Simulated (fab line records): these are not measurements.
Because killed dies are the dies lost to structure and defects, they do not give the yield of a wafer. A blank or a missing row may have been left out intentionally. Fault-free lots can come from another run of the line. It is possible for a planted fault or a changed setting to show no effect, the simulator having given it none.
Check of tool commonality || flow rit cmos || Lots sampled 13, wafers sampled 42

WHY IT WAS OPENED
RIT_NRETRO_TW_MEAS_10, reading NRETRO_TW: flagged on 1 of 13 lots. Fault-free wafers read 1048, with a standard deviation of 8.7.
Rule: a lot is flagged when every wafer of it that has a number lies more than 4 standard deviations from that mean, or none has a number. The rest of the lots are taken to be sound.

{"lot": "L287", "measured": "day 2 13:27", "on": "film metro-03", "NRETRO_TW, wafer by wafer": "1043 1042 1045", "flag": ""}
{"lot": "L288", "measured": "day 2 17:36", "on": "film metro-04", "NRETRO_TW, wafer by wafer": "1052 1053 1058", "flag": ""}
{"lot": "L290", "measured": "day 3 01:32", "on": "film metro-04", "NRETRO_TW, wafer by wafer": "1043 1053 1045", "flag": ""}
{"lot": "L291", "measured": "day 3 06:55", "on": "film metro-04", "NRETRO_TW, wafer by wafer": "1042 1043 1042", "flag": ""}
{"lot": "L292", "measured": "day 3 14:58", "on": "film metro-03", "NRETRO_TW, wafer by wafer": "1040 1038 1044", "flag": ""}
{"lot": "L294", "measured": "day 4 01:52", "on": "film metro-04", "NRETRO_TW, wafer by wafer": "1051 1054 1043", "flag": ""}
{"lot": "L296", "measured": "day 4 09:08", "on": "film metro-04", "NRETRO_TW, wafer by wafer": "1047 1049 1049", "flag": ""}
{"lot": "L297", "measured": "day 4 17:11", "on": "film metro-04", "NRETRO_TW, wafer by wafer": "1054 1049 1050", "flag": ""}
{"lot": "L299", "measured": "day 4 23:43", "on": "film metro-04", "NRETRO_TW, wafer by wafer": "31 31 31 31 31 31", "flag": "FLAGGED"}
{"lot": "L300", "measured": "day 5 06:00", "on": "film metro-01", "NRETRO_TW, wafer by wafer": "1054 1056 1055", "flag": ""}
{"lot": "L303", "measured": "day 6 00:40", "on": "film metro-01", "NRETRO_TW, wafer by wafer": "1065 1075 1064", "flag": ""}
{"lot": "L307", "measured": "day 6 15:54", "on": "film metro-03", "NRETRO_TW, wafer by wafer": "1043 1041 1044", "flag": ""}
{"lot": "L309", "measured": "day 7 00:18", "on": "film metro-03", "NRETRO_TW, wafer by wafer": "1035 1034 1036", "flag": ""}
Averaged over the flagged lots the numbers come to 31, -1017 from the usual (-99 or more standard deviations).

EACH LOT AND THE TOOL IT RAN ON
The record holds 1 process step before the reading, out of a route of 202 steps. Each cell gives the tool, then ch followed by the chambers the sampled wafers passed through, then the start.
{"lot": "L287", "flag": "", "RIT_NWELL_STRIP_09": "plasma asher-02 ch 1, day 2 04:45"}
{"lot": "L288", "flag": "", "RIT_NWELL_STRIP_09": "plasma asher-02 ch 0,1, day 2 08:45"}
{"lot": "L290", "flag": "", "RIT_NWELL_STRIP_09": "plasma asher-02 ch 0,1, day 2 16:48"}
{"lot": "L291", "flag": "", "RIT_NWELL_STRIP_09": "plasma asher-04 ch 0,1, day 2 21:48"}
{"lot": "L292", "flag": "", "RIT_NWELL_STRIP_09": "plasma asher-02 ch 0,1, day 3 06:07"}
{"lot": "L294", "flag": "", "RIT_NWELL_STRIP_09": "plasma asher-02 ch 0,1, day 3 17:09"}
{"lot": "L296", "flag": "", "RIT_NWELL_STRIP_09": "plasma asher-01 ch 0,1, day 3 22:49"}
{"lot": "L297", "flag": "", "RIT_NWELL_STRIP_09": "plasma asher-02 ch 0,1, day 4 08:04"}
{"lot": "L299", "flag": "FLAGGED", "RIT_NWELL_STRIP_09": "plasma asher-02 ch 0,1, day 4 13:55"}
{"lot": "L300", "flag": "", "RIT_NWELL_STRIP_09": "plasma asher-04 ch 0,1, day 4 20:36"}
{"lot": "L303", "flag": "", "RIT_NWELL_STRIP_09": "plasma asher-04 ch 0,1, day 5 15:25"}
{"lot": "L307", "flag": "", "RIT_NWELL_STRIP_09": "plasma asher-01 ch 1, day 6 06:08"}
{"lot": "L309", "flag": "", "RIT_NWELL_STRIP_09": "plasma asher-01 ch 0,1, day 6 15:42"}
What these steps do:
- RIT_NWELL_STRIP_09: strips in O2, time 180 s.
- RIT_NRETRO_TW_MEAS_10

FLAGGED AGAINST TOTAL, ONE TOOL AT A TIME (gauges that did the reading follow at the end)
{"step": "RIT_NWELL_STRIP_09", "tool": "plasma asher-01", "lots run": 3, "flagged": 0, "share of the flagged lots": "none", "sound lots run after its first flagged lot": "-"}
{"step": "RIT_NWELL_STRIP_09", "tool": "plasma asher-02", "lots run": 7, "flagged": 1, "share of the flagged lots": "all", "sound lots run after its first flagged lot": 0}
{"step": "RIT_NWELL_STRIP_09", "tool": "plasma asher-04", "lots run": 3, "flagged": 0, "share of the flagged lots": "none", "sound lots run after its first flagged lot": "-"}
{"step": "RIT_NRETRO_TW_MEAS_10", "tool": "film metro-01", "lots run": 2, "flagged": 0, "share of the flagged lots": "none", "sound lots run after its first flagged lot": "-"}
{"step": "RIT_NRETRO_TW_MEAS_10", "tool": "film metro-03", "lots run": 4, "flagged": 0, "share of the flagged lots": "none", "sound lots run after its first flagged lot": "-"}
{"step": "RIT_NRETRO_TW_MEAS_10", "tool": "film metro-04", "lots run": 7, "flagged": 1, "share of the flagged lots": "all", "sound lots run after its first flagged lot": 0}

THE TABLE: WHAT IT ALLOWS
Every flagged lot went through 2 rows of the table: plasma asher-02 at RIT_NWELL_STRIP_09 and film metro-04 at RIT_NRETRO_TW_MEAS_10.
- plasma asher-02 at RIT_NWELL_STRIP_09: 1 of its 7 lots flagged. Last sound lot L297 at day 4 08:04, first flagged lot L299 at day 4 13:55; a fault beginning in between fits. Its own readings (run length s) fall more than 4 standard deviations out on all wafers of the flagged lots.
- film metro-04 at RIT_NRETRO_TW_MEAS_10: 1 of its 7 lots flagged. Last sound lot L297 at day 4 17:11, first flagged lot L299 at day 4 23:43; a fault beginning in between fits.
Counting lots can't tell these 2 tools apart, because each fits a fault that began at some hour. More lots, or a look at what each step does to the wafer, might.

WHAT THE SIMULATOR HAD PUT IN
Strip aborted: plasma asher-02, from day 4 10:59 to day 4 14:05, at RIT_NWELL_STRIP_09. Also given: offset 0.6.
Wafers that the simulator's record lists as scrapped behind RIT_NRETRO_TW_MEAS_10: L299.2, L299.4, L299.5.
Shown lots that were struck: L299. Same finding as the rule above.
